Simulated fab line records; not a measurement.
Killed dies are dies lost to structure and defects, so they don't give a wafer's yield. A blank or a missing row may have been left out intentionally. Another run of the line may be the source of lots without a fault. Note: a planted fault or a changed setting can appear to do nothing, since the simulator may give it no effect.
fab line records	flow ritCmos
record lots=6	wafers=18	lastDay=7
route steps=202 shown M1@184
lots with no fault: from the same line, run without faults
startH: the number of hours between the record's first day and the start of the first shown wafer of the lot	waitH: time in hours since the lot's previous step	" as in the row above	L1.1+2: a row that stands for several wafers	- no value, or no start was given	* or withheld: withheld	< > ~ a bound
route shown NAME@n: names a module that has steps shown in the file, with the first one's number in the route	usual: mean/standard deviation of fault-free wafers	same: alike in all rows	chamber/n: place in a boat	sites: the reading at each site	_std_site: standard deviation of those values	_edge_site: outer sites' mean less inner sites'	radiusMm: how far each site lies from the wafer's centre	mask NAME#n: copy n	behind: the most recent tool/chamber to have shaped the wafer	hold: why the lot went on hold/how many hours it stayed there/how the hold came to an end	device: whichever transistor did not switch (one of n, p or np)	end of line: tests of these same wafers at the route's end	for a step that has no rows: nothing shown but its recipe	killed: count of dies lost to structure and defects at first sort (not the wafer's yield)	map: shows each die of a wafer: x if killed, . if not, _ if none is there
set.NAME: the setting that was run; set.NAME@STEP: the one run at that earlier step	model.NAME: the simulator's own value behind a step, which no gauge read
lots at selected steps of the route; one table per step, one row per wafer
services: when a tool's chamber went out of use (startH, in hours from the record's first day, below 0 if earlier), for how many hours, and the reason
## steps
# step RIT_M1_SPUTTER_00
# recipe material=Al	targetThkNm=400	powerW=2000	chamberPressurePa=0.4	gas=Ar	timeS=500	substrateTempC=25
# usual throttleValvePct=30.3/0.74
lot.wafer	tool	chamber	startH	waitH	throttleValvePct
L639.3	pvdSputter-02	-	90.50	0.0	29.5
L639.5	"	-	"	"	29.5
L639.6	"	-	"	"	31.3
L644.2	pvdSputter-01	-	110.37	0.0	30.5
L644.4	"	-	"	"	29.9
L644.5	"	-	"	"	30.0
L649.2	pvdSputter-01	-	132.53	0.0	30.2
L649.5	"	-	"	"	29.6
L649.6	"	-	"	"	30.1
L651.1	pvdSputter-01	-	144.41	0.0	29.9
L651.2	"	-	"	"	30.4
L651.6	"	-	"	"	30.4
L655.2	pvdSputter-03	-	170.06	0.0	28.9
L655.4	"	-	"	"	30.2
L655.6	"	-	"	"	30.2
L656.3	pvdSputter-02	-	174.18	0.0	29.5
L656.5	"	-	"	"	31.4
L656.6	"	-	"	"	31.2
# step RIT_M1_RS_MEAS_01
# recipe thkMeasGauge=four-point-probe	reads=Al_of_M1_SPUTTER_00
# usual M1_AL_RS=0.0735/0.00066
lot.wafer	tool	chamber	startH	waitH	M1_AL_RS[ohm/sq]
L639.3	filmMetro-01	-	90.83	0.2	0.0734
L639.5	"	-	"	"	0.0733
L639.6	"	-	"	"	0.0735
L644.2	filmMetro-01	-	110.69	0.2	0.0753
L644.4	"	-	"	"	0.0748
L644.5	"	-	"	"	0.0742
L649.2	filmMetro-01	-	132.84	0.2	0.0737
L649.5	"	-	"	"	0.0751
L649.6	"	-	"	"	0.0749
L651.1	filmMetro-01	-	144.70	0.1	0.0728
L651.2	"	-	"	"	0.0740
L651.6	"	-	"	"	0.0737
L655.2	filmMetro-01	-	170.37	0.2	0.0734
L655.4	"	-	"	"	0.0737
L655.6	"	-	"	"	0.0736
L656.3	filmMetro-01	-	174.51	0.2	0.0730
L656.5	"	-	"	"	0.0737
L656.6	"	-	"	"	0.0736
# step RIT_M1_THK_MEAS_02
# recipe thkMeasGauge=xrf	reads=Al_of_M1_SPUTTER_00
# usual M1_AL_THK=399/3.7
lot.wafer	tool	chamber	startH	waitH	M1_AL_THK[nm]
L639.3	filmMetro-01	-	90.93	0.1	402
L639.5	"	-	"	"	402
L639.6	"	-	"	"	400
L644.2	filmMetro-01	-	110.80	0.1	393
L644.4	"	-	"	"	402
L644.5	"	-	"	"	402
L649.2	filmMetro-01	-	132.95	0.1	400
L649.5	"	-	"	"	391
L649.6	"	-	"	"	391
L651.1	filmMetro-01	-	144.82	0.1	407
L651.2	"	-	"	"	398
L651.6	"	-	"	"	399
L655.2	filmMetro-01	-	170.48	0.1	400
L655.4	"	-	"	"	395
L655.6	"	-	"	"	399
L656.3	filmMetro-01	-	174.61	0.1	401
L656.5	"	-	"	"	396
L656.6	"	-	"	"	399
# step RIT_M1_HMDS_03
# recipe primeTimeS=60	primeTempC=140
# step RIT_M1_COAT_04
# recipe resist=NOVOLAK	spinRpm=2000	resistThkNm=1300
# step RIT_M1_SOFTBAKE_05
# recipe resist=NOVOLAK	tempC=90	timeS=60
# step RIT_M1_EXPOSE_06
# recipe maskId=M12	na=0.6	sourceShape=conventional	sigmaOuter=0.5	targetCdNm=2600	doseMj=250
# step RIT_M1_PEB_07
# recipe resist=NOVOLAK	tempC=withheld	timeS=withheld
# step RIT_M1_DEVELOP_08
# recipe resist=NOVOLAK	developTimeS=68	devTempC=23
# step RIT_M1_CD_MEAS_09
# recipe targetCdNm=2600
# usual cdNm=2601.0/2.7
lot.wafer	tool	chamber	startH	waitH	cdNm
L639.3	cdSem-01	-	91.89	-	2602.0
L639.5	"	-	"	"	2599.1
L639.6	"	-	"	"	2601.4
L644.2	cdSem-02	-	112.08	-	2600.5
L644.4	"	-	"	"	2600.1
L644.5	"	-	"	"	2602.6
L649.2	cdSem-02	-	134.00	-	2598.7
L649.5	"	-	"	"	2599.6
L649.6	"	-	"	"	2601.8
L651.1	cdSem-01	-	145.89	-	2607.1
L651.2	"	-	"	"	2604.0
L651.6	"	-	"	"	2604.6
L655.2	cdSem-02	-	171.64	-	2601.5
L655.4	"	-	"	"	2604.6
L655.6	"	-	"	"	2604.5
L656.3	cdSem-02	-	175.70	-	2593.7
L656.5	"	-	"	"	2594.9
L656.6	"	-	"	"	2595.1
# step RIT_M1_OVL_MEAS_10
# usual M1_OVL=0.2/1.2
lot.wafer	tool	chamber	startH	waitH	M1_OVL[nm]
L639.3	overlay-01	-	91.98	0.1	0.3
L639.5	"	-	"	"	-1.1
L639.6	"	-	"	"	0.0
L644.2	overlay-01	-	112.19	0.1	2.1
L644.4	"	-	"	"	2.0
L644.5	"	-	"	"	1.6
L649.2	overlay-01	-	134.11	0.1	-0.7
L649.5	"	-	"	"	1.3
L649.6	"	-	"	"	1.9
L651.1	overlay-02	-	146.01	0.1	0.2
L651.2	"	-	"	"	0.6
L651.6	"	-	"	"	-0.3
L655.2	overlay-02	-	171.75	0.1	-2.1
L655.4	"	-	"	"	-1.9
L655.6	"	-	"	"	1.1
L656.3	overlay-01	-	175.79	0.1	0.3
L656.5	"	-	"	"	1.1
L656.6	"	-	"	"	-1.0
# step RIT_M1_HARDBAKE_11
# recipe resist=NOVOLAK	tempC=140	timeS=120
# step RIT_M1_METAL_ETCH_12
# recipe stopOn=SiO2	chemistry=Cl2/BCl3	target=Al	timeS=165	overEtchFrac=0.5	pressureMtorr=100	targetDepthA=6000	rfW=250	Cl2_flow_sccm=60	bcl3FlowSccm=50
# usual drypumpMotorCurrentA=5.9/0.47	oesProductAu=0.774/0.011	rfFwdPowerW=249.0/0.77	throttleValvePct=8.24/0.14
lot.wafer	tool	chamber	startH	waitH	drypumpMotorCurrentA	oesProductAu	rfFwdPowerW	rfHoursCounterH	throttleValvePct	model.NOVOLAK_of_M1_COAT_04.thkNm	model.M1.cdNm	model.SiO2_of_CONTACT_CVD_00.thkNm
L639.3	rieMetal-02	0	92.36	0.2	5.3	0.783	248.5	-	8.39	796.3	2600	356.7
L639.5	"	1	"	"	6.2	0.779	250.5	-	8.13	800.3	2598	361.2
L639.6	"	0	"	"	5.3	0.777	247.9	-	8.39	799	2598	361.7
L644.2	rieMetal-04	0	112.75	0.2	6.3	0.755	249.3	1	8.16	804.4	2603	366.3
L644.4	"	0	"	"	6.3	0.755	249.9	-	8.17	806.8	2602	371.6
L644.5	"	1	"	"	5.4	0.763	249.7	-	8.05	801	2604	365.4
L649.2	rieMetal-04	0	134.39	0.2	6.3	0.756	350.1	1	8.15	679.2	2575	342.4
L649.5	"	1	"	"	5.3	0.752	249.7	-	8.03	803.7	2600	363.8
L649.6	"	0	"	"	6.3	0.769	350.2	-	8.18	677.2	2579	355.1
L651.1	rieMetal-04	1	146.29	0.2	5.3	0.772	248.4	2	8.03	808.3	2609	359.2
L651.2	"	0	"	"	6.3	0.772	349.5	2	8.15	669.1	2582	346.4
L651.6	"	1	"	"	5.3	0.759	248.2	-	8.05	811.8	2606	363
L655.2	rieMetal-02	1	172.03	0.2	6.2	0.772	249.0	4	8.15	806.8	2601	357
L655.4	"	1	"	"	6.2	0.775	248.8	-	8.14	814.5	2603	368.5
L655.6	"	1	"	"	6.2	0.772	249.5	-	8.13	807.8	2603	366.9
L656.3	rieMetal-01	0	176.12	0.2	5.9	0.788	249.4	-	8.42	806.1	2592	362.2
L656.5	"	0	"	"	5.9	0.777	249.4	-	8.41	810.7	2595	373.5
L656.6	"	1	"	"	6.7	0.758	249.3	-	8.31	806	2594	374.6
# step RIT_M1_STRIP_13
# recipe chemistry=nmp	resist=NOVOLAK	tempC=80	timeS=600	dry=n2Spin
# step RIT_M1_STRIP_14
# recipe chemistry=O2	timeS=180	platenTempC=withheld	powerW=500	pressureMtorr=4000	o2FlowSccm=4000
# usual drypumpMotorCurrentA=5.66/0.27
lot.wafer	tool	chamber	startH	waitH	drypumpMotorCurrentA	rfHoursCounterH
L639.3	plasmaAsher-01	1	92.70	0.1	5.54	-
L639.5	"	0	"	"	6.01	-
L639.6	"	1	"	"	5.52	-
L644.2	plasmaAsher-04	0	113.33	0.0	5.42	45
L644.4	"	1	"	"	5.60	-
L644.5	"	0	"	"	5.44	-
L649.2	plasmaAsher-01	1	134.73	0.0	5.57	2
L649.5	"	1	"	"	5.58	-
L649.6	"	0	"	"	5.98	-
L651.1	plasmaAsher-04	0	146.63	0.0	5.42	49
L651.2	"	1	"	"	5.64	49
L651.6	"	1	"	"	5.62	-
L655.2	plasmaAsher-03	0	172.36	0.0	5.96	39
L655.4	"	1	"	"	5.32	-
L655.6	"	0	"	"	5.95	-
L656.3	plasmaAsher-04	1	176.46	0.1	5.64	-
L656.5	"	1	"	"	5.62	-
L656.6	"	0	"	"	5.42	-
# step RIT_M1_CD_MEAS_90
# recipe targetCdNm=2600
# usual cdNm=2601/3.1
lot.wafer	tool	chamber	startH	waitH	cdNm
L639.3	cdSem-01	-	92.86	0.1	2600
L639.5	"	-	"	"	2598
L639.6	"	-	"	"	2598
L644.2	cdSem-01	-	113.52	0.1	2603
L644.4	"	-	"	"	2602
L644.5	"	-	"	"	2604
L649.2	cdSem-02	-	134.92	0.1	2575
L649.5	"	-	"	"	2600
L649.6	"	-	"	"	2579
L651.1	cdSem-02	-	146.80	0.1	2608
L651.2	"	-	"	"	2582
L651.6	"	-	"	"	2606
L655.2	cdSem-02	-	172.56	0.1	2600
L655.4	"	-	"	"	2603
L655.6	"	-	"	"	2603
L656.3	cdSem-02	-	176.63	0.1	2592
L656.5	"	-	"	"	2595
L656.6	"	-	"	"	2594
# step RIT_M1_ANNEAL_15
# recipe tempC=450	timeS=1800	ambient=forming_gas_H2N2
# step RIT_M1_PROBE_99
# usual defectLimitedYield=97.5/1.2	killedAtContacts=0.1/0.32	killedAtFrontEnd=6/3.1	killedDies=7/3.2	killedOnRim=1.7/1.4	killedOpen=3.1/1.9	killedShort=3.5/2.2	sort_bin_3_pad_short=0.2/0.24	sort_bin_5_function=1.5/0.86	sort_bin_6_memory=0.9/0.59	sortNPass=257/3.2	sortYieldPct=97.5/1.2
# same grossDies=264	killed_at_M0_to_M3=0	killed_at_M4_up=0	killedAtBackSide=0	killedAtOther=0
lot.wafer	tool	chamber	startH	waitH	defectLimitedYield[%]	killedAtContacts	killedAtFrontEnd	killedDies	killedOnRim	killedOpen	killedShort	sort_bin_3_pad_short[%]	sort_bin_5_function[%]	sort_bin_6_memory[%]	sortNPass	sortYieldPct[%]	model.etest.m1.widthNm	model.etest.antennaM1.gateLog10ACm2	model.etest.antennaM1.vtShiftV
L639.3	prober-01	-	94.66	0.2	95.5	0	12	12	2	2	10	0.4	2.3	1.9	252	95.5	2599	-5.945	-0.01507
L639.5	prober-01	-	94.76	0.2	97.7	1	5	6	3	2	4	0.4	1.1	0.8	258	97.7	2597	-5.95	-0.01116
L639.6	prober-01	-	94.81	0.2	97.3	0	7	7	3	2	5	0.4	1.1	1.1	257	97.3	2592	-5.665	-0.0169
L644.2	prober-01	-	115.29	0.1	98.5	0	4	4	1	2	2	0.4	0.8	0.4	260	98.5	2597	-6.389	-0.01016
L644.4	prober-01	-	115.39	0.2	97.0	0	8	8	2	3	5	0	2.3	0.8	256	97.0	2610	-6.319	-0.01144
L644.5	prober-01	-	115.44	0.2	97.3	0	7	7	2	1	6	0	1.1	1.5	257	97.3	2608	-6.372	-0.01122
L649.2	prober-01	-	136.69	0.1	99.6	0	1	1	0	0	1	0	0.4	0	263	99.6	2571	-5.074	-0.04494
L649.5	prober-01	-	136.84	0.2	96.6	0	9	9	2	6	3	0.4	1.5	1.5	255	96.6	2600	-5.887	-0.0121
L649.6	prober-01	-	136.89	0.2	94.7	0	14	14	3	9	5	0.4	3.4	1.5	250	94.7	2583	-4.788	-0.04447
L651.1	prober-01	-	148.54	0.1	97.3	1	6	7	1	5	2	0.4	1.5	0.8	257	97.3	2615	-5.826	-0.01134
L651.2	prober-01	-	148.59	0.1	97.7	0	6	6	3	3	3	0.4	1.5	0.4	258	97.7	2582	-4.835	-0.04471
L651.6	prober-01	-	148.79	0.2	98.1	0	5	5	0	5	0	0	0.4	1.5	259	98.1	2613	-5.837	-0.01134
L655.2	prober-02	-	174.33	0.1	95.5	0	12	12	5	6	6	0.4	2.7	1.5	252	95.5	2606	-6.31	-0.01251
L655.4	prober-02	-	174.43	0.2	98.5	0	4	4	2	2	2	0	1.1	0.4	260	98.5	2604	-6.33	-0.01481
L655.6	prober-02	-	174.53	0.2	98.1	0	5	5	1	3	2	0.4	0.8	0.8	259	98.1	2605	-6.502	-0.01367
L656.3	prober-01	-	178.43	0.2	100.0	0	0	0	0	0	0	0	0	0	264	100.0	2593	-6.166	-0.01849
L656.5	prober-01	-	178.53	0.2	97.7	0	6	6	1	0	6	0	1.1	1.1	258	97.7	2594	-6.096	-0.007005
L656.6	prober-01	-	178.58	0.2	98.5	0	4	4	0	3	1	0	1.1	0.4	260	98.5	2592	-6.166	-0.009707
# killed by level:class
L639.3 REOX:geometricParticle:short=6 SPACER:geometricParticle:short=2 FOX2:geometricParticle:short=1 GATE:geometricParticle:short=1 GATE:geometricParticle:open=1 REOX:geometricParticle:open=1
L639.5 SILICIDE:geometricParticle:short=2 GATE:geometricParticle:open=1 GATE:geometricParticle:short=1 SPACER:geometricParticle:open=1 CONTACT:geometricParticle:short=1
L639.6 GATE:geometricParticle:short=2 REOX:geometricParticle:short=2 FOX2:geometricParticle:short=1 GATE:geometricParticle:open=1 REOX:geometricParticle:open=1
L644.2 FOX1:geometricParticle:open=2 FOX1:geometricParticle:short=1 SPACER:geometricParticle:short=1
L644.4 REOX:geometricParticle:short=2 SPACER:geometricParticle:open=2 GATE:geometricParticle:short=1 SPACER:geometricParticle:short=1 SILICIDE:geometricParticle:short=1 SILICIDE:geometricParticle:open=1
L644.5 FOX2:geometricParticle:short=2 GATE:geometricParticle:short=1 GATE:geometricParticle:open=1 REOX:geometricParticle:short=1 SPACER:geometricParticle:short=1 SILICIDE:geometricParticle:short=1
L649.2 SILICIDE:geometricParticle:short=1
L649.5 GATE:geometricParticle:short=3 REOX:geometricParticle:open=2 SILICIDE:geometricParticle:open=2 GATE:geometricParticle:open=1 SPACER:geometricParticle:open=1
L649.6 GATE:geometricParticle:open=5 GATE:geometricParticle:short=4 SPACER:geometricParticle:open=2 FOX2:geometricParticle:open=1 REOX:geometricParticle:open=1 SILICIDE:geometricParticle:short=1
L651.1 SILICIDE:geometricParticle:open=3 FOX1:geometricParticle:open=1 GATE:geometricParticle:open=1 GATE:geometricParticle:short=1 CONTACT:geometricParticle:short=1
L651.2 FOX2:geometricParticle:open=3 GATE:geometricParticle:short=2 REOX:geometricParticle:short=1
L651.6 FOX1:geometricParticle:open=1 FOX2:geometricParticle:open=1 GATE:geometricParticle:open=1 REOX:geometricParticle:open=1 SPACER:geometricParticle:open=1
L655.2 REOX:geometricParticle:open=4 GATE:geometricParticle:open=2 GATE:geometricParticle:short=2 REOX:geometricParticle:short=2 FOX2:geometricParticle:short=1 SPACER:geometricParticle:short=1
L655.4 GATE:geometricParticle:short=2 GATE:geometricParticle:open=1 SILICIDE:geometricParticle:open=1
L655.6 SPACER:geometricParticle:open=2 GATE:geometricParticle:short=1 REOX:geometricParticle:open=1 SPACER:geometricParticle:short=1
L656.5 FOX1:geometricParticle:short=2 GATE:geometricParticle:short=2 REOX:geometricParticle:short=1 SPACER:geometricParticle:short=1
L656.6 GATE:geometricParticle:open=1 GATE:geometricParticle:short=1 REOX:geometricParticle:open=1 SILICIDE:geometricParticle:open=1
## services
tool	chamber	startH	hours	kind
pvdSputter-03	-	68.93	4.9	repair
pvdSputter-02	-	81.01	1.1	repair
plasmaAsher-04	-	85.90	2.0	repair
rieMetal-01	1	86.08	21.7	repair
rieMetal-02	1	86.76	3.3	repair
pvdSputter-03	-	87.88	5.0	repair
plasmaAsher-04	-	89.52	2.1	repair
plasmaAsher-01	-	108.75	9.0	pm
plasmaAsher-01	0	108.75	9.0	ventCycle
plasmaAsher-01	1	108.75	9.0	ventCycle
plasmaAsher-01	0	117.75	-	clean
plasmaAsher-01	1	117.75	-	clean
rieMetal-01	-	136.12	20.0	pm
rieMetal-01	0	136.12	20.0	ventCycle
rieMetal-01	1	136.12	20.0	ventCycle
rieMetal-01	0	156.12	-	clean
rieMetal-01	1	156.12	-	clean
pvdSputter-02	-	172.59	1.0	repair
plasmaAsher-03	-	173.98	4.1	repair
## key
firstSign step=RIT_M1_METAL_ETCH_12	reading=rfFwdPowerW	direction=up	sigmas=99+	usual=249.0	struck=350.0
effect step=RIT_M1_CD_MEAS_90	reading=cdNm	direction=down	sigmas=7.2	usual=2601	struck=2579
modelEffect step=RIT_M1_METAL_ETCH_12	value=NOVOLAK_of_M1_COAT_04.thkNm	without=807.4	struck=675.2
modelEffect step=RIT_M1_PROBE_99	value=etest.m1.widthNm	without=2601	struck=2579
metAt RIT_M1_METAL_ETCH_12
struckWafers L649.2,L649.6,L651.2
onsetBetween 112.75 134.39
fault kind=processParameterDrift	tool=rieMetal-04	chamber=0	onsetH=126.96	steps=RIT_M1_METAL_ETCH_12	channel=rfW	offset=100	shape=step	endH=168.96	stated=250
